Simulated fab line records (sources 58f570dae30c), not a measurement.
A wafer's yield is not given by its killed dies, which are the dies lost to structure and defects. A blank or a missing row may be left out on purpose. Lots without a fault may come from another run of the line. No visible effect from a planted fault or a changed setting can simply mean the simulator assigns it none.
fab line records + flow berkeleyCmos170 + part 2 of 2: steps 29 to 39 of 39
[record]
- lots = 5
- wafers = 15
- lastDay = 12
route steps=331 shown PLDD@154 NLDD@158 SPACER@171 PSD@175 NSD@187
lots untouched by any fault: they come from a run of this same line in which no faults occurred
startH: hours from the record's opening day to when the first of the lot's shown wafers began + waitH: hours elapsed since this lot's preceding step + " unchanged from the row above + L1.1+2: a row that stands for several wafers + - either no value or no given start + * or withheld: withheld + < > ~ a bound
route shown NAME@n: a module of which the file shows steps, and the number in the route of the first + usual: mean/standard deviation taken from wafers without a fault + same: alike in all rows + chamber/n: place in a boat + sites: per-site readings + _std_site: the standard deviation of these + _edge_site: mean of outer sites minus mean of inner sites + radiusMm: for every site, how far away it sits from the centre of the wafer + mask NAME#n: copy n + behind: tool/chamber where the wafer was last shaped + hold: why the lot was held/for how many hours/how that ended + device: the transistor (n, p or np) that didn't switch + end of line: at the end of the route, the tests of the same wafers + a step without rows: its recipe alone + killed: at the first sort, the dies lost to defects and structure; wafer yield is something else + map: per-die view of a wafer (x killed, . not killed, _ where there is no die)
set.NAME: the setting that was run; set.NAME@STEP: the one run at that earlier step + model.NAME: the simulator's own value behind a step, which no gauge read
lots at selected steps of the route; one table per step, one row per wafer
services: from which hour (startH, from the record's first day; less than 0 if before it) a tool's chamber was out of use, for how many hours, and why
[[steps]]
[step UCB170_PSD_OVL_MEAS_07]
[usual]
- PSD_OVL = -1/4.9
| lot.wafer | tool       | chamber | startH | waitH | PSD_OVL[nm] |
|-----------|------------|---------|--------|-------|-------------|
| L074.2    | overlay-02 | -       | 149.28 | 0.1   | 2           |
| L074.4    | "          | -       | "      | "     | 2           |
| L074.6    | "          | -       | "      | "     | 4           |
| L077.2    | overlay-01 | -       | 156.88 | 0.1   | 3           |
| L077.3    | "          | -       | "      | "     | -12         |
| L077.6    | "          | -       | "      | "     | -7          |
| L084.2    | overlay-01 | -       | 189.00 | 0.1   | 2           |
| L084.3    | "          | -       | "      | "     | -1          |
| L084.5    | "          | -       | "      | "     | 3           |
| L090.1    | overlay-02 | -       | 216.43 | 0.1   | 4           |
| L090.2    | "          | -       | "      | "     | 11          |
| L090.4    | "          | -       | "      | "     | 5           |
| L096.2    | overlay-01 | -       | 253.92 | 0.1   | -10         |
| L096.4    | "          | -       | "      | "     | -7          |
| L096.6    | "          | -       | "      | "     | -7          |
[step UCB170_PSD_IMPLANT_08]
[recipe]
- species = B
- doseCm2 = 3e+15
- energyKev = 20
- tiltDeg = 7
[usual]
- beamOnS = 9.99/0.19
[same]
- implantIonAmu = 11
| lot.wafer | tool         | chamber | startH | waitH | beamOnS |
|-----------|--------------|---------|--------|-------|---------|
| L074.2    | implanter-03 | 0       | 149.33 | 0.0   | 10.07   |
| L074.4    | "            | 0       | "      | "     | 9.90    |
| L074.6    | "            | 0       | "      | "     | 9.96    |
| L077.2    | implanter-01 | 0       | 156.93 | 0.0   | 9.66    |
| L077.3    | "            | 0       | "      | "     | 9.92    |
| L077.6    | "            | 0       | "      | "     | 9.93    |
| L084.2    | implanter-02 | 0       | 189.06 | 0.0   | 10.07   |
| L084.3    | "            | 0       | "      | "     | 10.21   |
| L084.5    | "            | 0       | "      | "     | 9.98    |
| L090.1    | implanter-02 | 0       | 216.46 | 0.0   | 9.60    |
| L090.2    | "            | 0       | "      | "     | 9.70    |
| L090.4    | "            | 0       | "      | "     | 9.96    |
| L096.2    | implanter-03 | 0       | 253.98 | 0.0   | 10.29   |
| L096.4    | "            | 0       | "      | "     | 9.66    |
| L096.6    | "            | 0       | "      | "     | 10.06   |
[step UCB170_PSD_STRIP_09]
[recipe]
- chemistry = O2
- powerW = 400
- pressureMtorr = 3500
- platenTempC = withheld
- o2FlowSccm = 400
- overashFraction = 0.5
[usual]
- drypumpMotorCurrentA = 6.0/0.35
- oesProductAu = 0.601/0.0039
- stripTimeToEndpointS = 29.41/0.083
| lot.wafer | tool           | chamber | startH | waitH | drypumpMotorCurrentA | oesProductAu | rfHoursCounterH | stripTimeToEndpointS |
|-----------|----------------|---------|--------|-------|----------------------|--------------|-----------------|----------------------|
| L074.2    | plasmaAsher-03 | 1       | 149.46 | 0.1   | 6.0                  | 0.598        | 40              | 29.57                |
| L074.4    | "              | 1       | "      | "     | 6.0                  | 0.607        | -               | 29.52                |
| L074.6    | "              | 0       | "      | "     | 6.6                  | 0.596        | -               | 29.51                |
| L077.2    | plasmaAsher-04 | 0       | 157.06 | 0.1   | 6.1                  | 0.605        | 47              | 29.41                |
| L077.3    | "              | 1       | "      | "     | 6.2                  | 0.595        | -               | 29.46                |
| L077.6    | "              | 0       | "      | "     | 6.1                  | 0.602        | -               | 29.47                |
| L084.2    | plasmaAsher-03 | 0       | 189.18 | 0.1   | 6.6                  | 0.607        | 45              | 29.44                |
| L084.3    | "              | 1       | "      | "     | 5.9                  | 0.597        | -               | 29.48                |
| L084.5    | "              | 1       | "      | "     | 5.9                  | 0.597        | -               | 29.38                |
| L090.1    | plasmaAsher-01 | 1       | 216.61 | 0.1   | 5.9                  | 0.599        | 51              | 29.39                |
| L090.2    | "              | 0       | "      | "     | 5.6                  | 0.605        | 51              | 29.47                |
| L090.4    | "              | 0       | "      | "     | 5.5                  | 0.604        | -               | 29.40                |
| L096.2    | plasmaAsher-04 | 0       | 254.10 | 0.1   | 6.1                  | 0.598        | 57              | 29.52                |
| L096.4    | "              | 1       | "      | "     | 6.1                  | 0.595        | -               | 29.43                |
| L096.6    | "              | 0       | "      | "     | 6.1                  | 0.609        | -               | 29.48                |
[step UCB170_PSD_TW_MEAS_10]
[usual]
- PSD_TW = 2336/15
| lot.wafer | tool         | chamber | startH | waitH | PSD_TW |
|-----------|--------------|---------|--------|-------|--------|
| L074.2    | filmMetro-02 | -       | 149.57 | 0.1   | 2330   |
| L074.4    | "            | -       | "      | "     | 2322   |
| L074.6    | "            | -       | "      | "     | 2334   |
| L077.2    | filmMetro-02 | -       | 157.17 | 0.1   | 2318   |
| L077.3    | "            | -       | "      | "     | 2319   |
| L077.6    | "            | -       | "      | "     | 2312   |
| L084.2    | filmMetro-03 | -       | 189.29 | 0.1   | 2347   |
| L084.3    | "            | -       | "      | "     | 2351   |
| L084.5    | "            | -       | "      | "     | 2346   |
| L090.1    | filmMetro-03 | -       | 216.71 | 0.1   | 2339   |
| L090.2    | "            | -       | "      | "     | 2343   |
| L090.4    | "            | -       | "      | "     | 2335   |
| L096.2    | filmMetro-04 | -       | 254.21 | 0.1   | 2352   |
| L096.4    | "            | -       | "      | "     | 2341   |
| L096.6    | "            | -       | "      | "     | 2354   |
[step UCB170_PSD_CLEAN_11]
[recipe]
- chemistry = SPM
- tempC = 120
- timeS = 600
[usual]
- bathGuardTempC = 120.3/0.48
| lot.wafer | tool        | chamber | startH | waitH | bathGuardTempC |
|-----------|-------------|---------|--------|-------|----------------|
| L074.2    | wetBench-01 | 2       | 149.62 | 0.0   | 120.6          |
| L074.4    | "           | 2       | "      | "     | 120.7          |
| L074.6    | "           | 2       | "      | "     | 120.6          |
| L077.2    | wetBench-04 | 1       | 158.57 | 1.4   | 120.9          |
| L077.3    | "           | 1       | "      | "     | 121.1          |
| L077.6    | "           | 1       | "      | "     | 120.8          |
| L084.2    | wetBench-04 | 3       | 189.34 | 0.0   | 119.7          |
| L084.3    | "           | 3       | "      | "     | 119.4          |
| L084.5    | "           | 3       | "      | "     | 119.5          |
| L090.1    | wetBench-01 | 2       | 216.93 | 0.2   | 120.5          |
| L090.2    | "           | 2       | "      | "     | 120.5          |
| L090.4    | "           | 2       | "      | "     | 120.5          |
| L096.2    | wetBench-02 | 2       | 254.67 | 0.5   | 120.1          |
| L096.4    | "           | 2       | "      | "     | 119.9          |
| L096.6    | "           | 2       | "      | "     | 119.9          |
[step UCB170_NSD_HMDS_00]
[recipe]
- primeTimeS = 60
- primeTempC = 100
| lot.wafer  | tool          | chamber | startH | waitH |
|------------|---------------|---------|--------|-------|
| L074.2+4+6 | lithoTrack-02 | 0       | 149.90 | 0.1   |
| L077.2+3+6 | lithoTrack-03 | 0       | 158.77 | 0.0   |
| L084.2+3+5 | lithoTrack-01 | 0       | 189.54 | 0.0   |
| L090.1+2+4 | lithoTrack-02 | 0       | 217.31 | 0.2   |
| L096.2+4+6 | lithoTrack-03 | 0       | 254.87 | 0.0   |
[step UCB170_NSD_COAT_01]
[recipe]
- resist = KrF
- spinRpm = 1500
- resistThkNm = 900
| lot.wafer  | tool          | chamber | startH | waitH |
|------------|---------------|---------|--------|-------|
| L074.2+4+6 | lithoTrack-02 | 0       | 150.05 | 0.1   |
| L077.2+3+6 | lithoTrack-03 | 0       | 158.92 | 0.1   |
| L084.2+3+5 | lithoTrack-01 | 0       | 189.69 | 0.1   |
| L090.1+2+4 | lithoTrack-02 | 0       | 217.46 | 0.1   |
| L096.2+4+6 | lithoTrack-03 | 0       | 255.02 | 0.1   |
[step UCB170_NSD_SOFTBAKE_02]
[recipe]
- resist = KrF
- tempC = 130
- timeS = 60
| lot.wafer  | tool          | chamber | startH | waitH |
|------------|---------------|---------|--------|-------|
| L074.2+4+6 | lithoTrack-02 | 0       | 150.20 | 0.1   |
| L077.2+3+6 | lithoTrack-03 | 0       | 159.07 | 0.1   |
| L084.2+3+5 | lithoTrack-01 | 0       | 189.84 | 0.1   |
| L090.1+2+4 | lithoTrack-02 | 0       | 217.61 | 0.1   |
| L096.2+4+6 | lithoTrack-03 | 0       | 255.17 | 0.1   |
[step UCB170_NSD_EXPOSE_03]
[recipe]
- maskId = NSELECT_MOD
- na = 0.5
- sigmaOuter = 0.6
- sourceShape = conventional
- targetCdNm = 1200
- doseMj = 30
[usual]
- focusOffsetNm = 0.1/0.52
[same]
- na = 0.5
| lot.wafer | tool          | chamber | startH | waitH | mask          | focusOffsetNm |
|-----------|---------------|---------|--------|-------|---------------|---------------|
| L074.2    | krfScanner-02 | 0       | 150.35 | 0.1   | NSELECT_MOD#0 | 0.3           |
| L074.4    | "             | 0       | "      | "     | NSELECT_MOD#0 | 0.0           |
| L074.6    | "             | 0       | "      | "     | NSELECT_MOD#0 | 0.1           |
| L077.2    | krfScanner-02 | 0       | 159.22 | 0.1   | NSELECT_MOD#0 | 0.5           |
| L077.3    | "             | 0       | "      | "     | NSELECT_MOD#0 | 0.7           |
| L077.6    | "             | 0       | "      | "     | NSELECT_MOD#0 | 0.6           |
| L084.2    | krfScanner-01 | 0       | 190.11 | 0.2   | NSELECT_MOD#0 | -0.1          |
| L084.3    | "             | 0       | "      | "     | NSELECT_MOD#0 | -0.1          |
| L084.5    | "             | 0       | "      | "     | NSELECT_MOD#0 | 0.0           |
| L090.1    | krfScanner-01 | 0       | 217.95 | 0.3   | NSELECT_MOD#0 | 0.4           |
| L090.2    | "             | 0       | "      | "     | NSELECT_MOD#0 | 0.5           |
| L090.4    | "             | 0       | "      | "     | NSELECT_MOD#0 | -0.8          |
| L096.2    | krfScanner-02 | 0       | 255.68 | 0.5   | NSELECT_MOD#0 | -0.5          |
| L096.4    | "             | 0       | "      | "     | NSELECT_MOD#0 | -0.6          |
| L096.6    | "             | 0       | "      | "     | NSELECT_MOD#0 | -0.7          |
[step UCB170_NSD_PEB_04]
[recipe]
- pebTempC = 130
- pebTimeS = withheld
- resist = KrF
| lot.wafer  | tool          | chamber | startH | waitH |
|------------|---------------|---------|--------|-------|
| L074.2+4+6 | lithoTrack-01 | 0       | 150.92 | 0.6   |
| L077.2+3+6 | lithoTrack-01 | 0       | 159.67 | 0.4   |
| L084.2+3+5 | lithoTrack-01 | 0       | 190.47 | 0.3   |
| L090.1+2+4 | lithoTrack-03 | 0       | 218.07 | 0.1   |
| L096.2+4+6 | lithoTrack-02 | 0       | 255.80 | 0.1   |
[step UCB170_NSD_DEVELOP_05]
[recipe]
- developer = TMAH
- developTimeS = 45
- resist = KrF
- devTempC = 21
[usual]
- developerTempC = 21.00/0.12
| lot.wafer | tool          | chamber | startH | waitH | developerTempC |
|-----------|---------------|---------|--------|-------|----------------|
| L074.2    | lithoTrack-01 | 0       | -      | -     | 20.99          |
| L074.4    | "             | 0       | "      | "     | 21.13          |
| L074.6    | "             | 0       | "      | "     | 21.05          |
| L077.2    | lithoTrack-01 | 0       | -      | -     | 20.98          |
| L077.3    | "             | 0       | "      | "     | 21.11          |
| L077.6    | "             | 0       | "      | "     | 21.13          |
| L084.2    | lithoTrack-01 | 0       | -      | -     | 20.89          |
| L084.3    | "             | 0       | "      | "     | 20.84          |
| L084.5    | "             | 0       | "      | "     | 21.00          |
| L090.1    | lithoTrack-03 | 0       | -      | -     | 21.03          |
| L090.2    | "             | 0       | "      | "     | 20.83          |
| L090.4    | "             | 0       | "      | "     | 20.93          |
| L096.2    | lithoTrack-02 | 0       | -      | -     | 21.09          |
| L096.4    | "             | 0       | "      | "     | 20.98          |
| L096.6    | "             | 0       | "      | "     | 21.01          |
[[services]]
| tool           | chamber | startH | hours | kind   |
|----------------|---------|--------|-------|--------|
| implanter-04   | -       | 125.60 | 3.0   | repair |
| pecvd-02       | -       | 135.50 | 14.0  | pm     |
| krfScanner-02  | -       | 136.16 | 0.1   | repair |
| rieDiel-01     | 3       | 138.69 | 11.9  | repair |
| plasmaAsher-03 | -       | 141.58 | 3.5   | repair |
| implanter-01   | -       | 141.72 | 2.8   | pm     |
| krfScanner-01  | -       | 156.09 | 1.0   | pm     |
| krfScanner-01  | -       | 157.09 | 4.0   | pm     |
| implanter-01   | -       | 175.45 | 0.8   | repair |
| implanter-01   | -       | 176.24 | 16.6  | pm     |
| krfScanner-02  | -       | 177.79 | 1.3   | pm     |
| implanter-03   | -       | 182.77 | 3.7   | repair |
| furnace-01     | -       | 186.68 | 4.2   | pm     |
| rieDiel-01     | 1       | 188.03 | 9.4   | repair |
| rieDiel-01     | 2       | 191.05 | 14.4  | repair |
| krfScanner-01  | -       | 191.59 | 1.3   | pm     |
| plasmaAsher-01 | -       | 199.44 | 0.4   | repair |
| plasmaAsher-01 | -       | 213.65 | 0.5   | repair |
| wetBench-04    | -       | 219.37 | 1.9   | pm     |
| krfScanner-02  | -       | 225.50 | 1.0   | pm     |
| krfScanner-02  | -       | 238.27 | 0.8   | pm     |
| implanter-01   | -       | 242.78 | 4.0   | repair |
| plasmaAsher-03 | -       | 246.54 | 13.5  | repair |
| krfScanner-01  | -       | 253.09 | 0.8   | pm     |
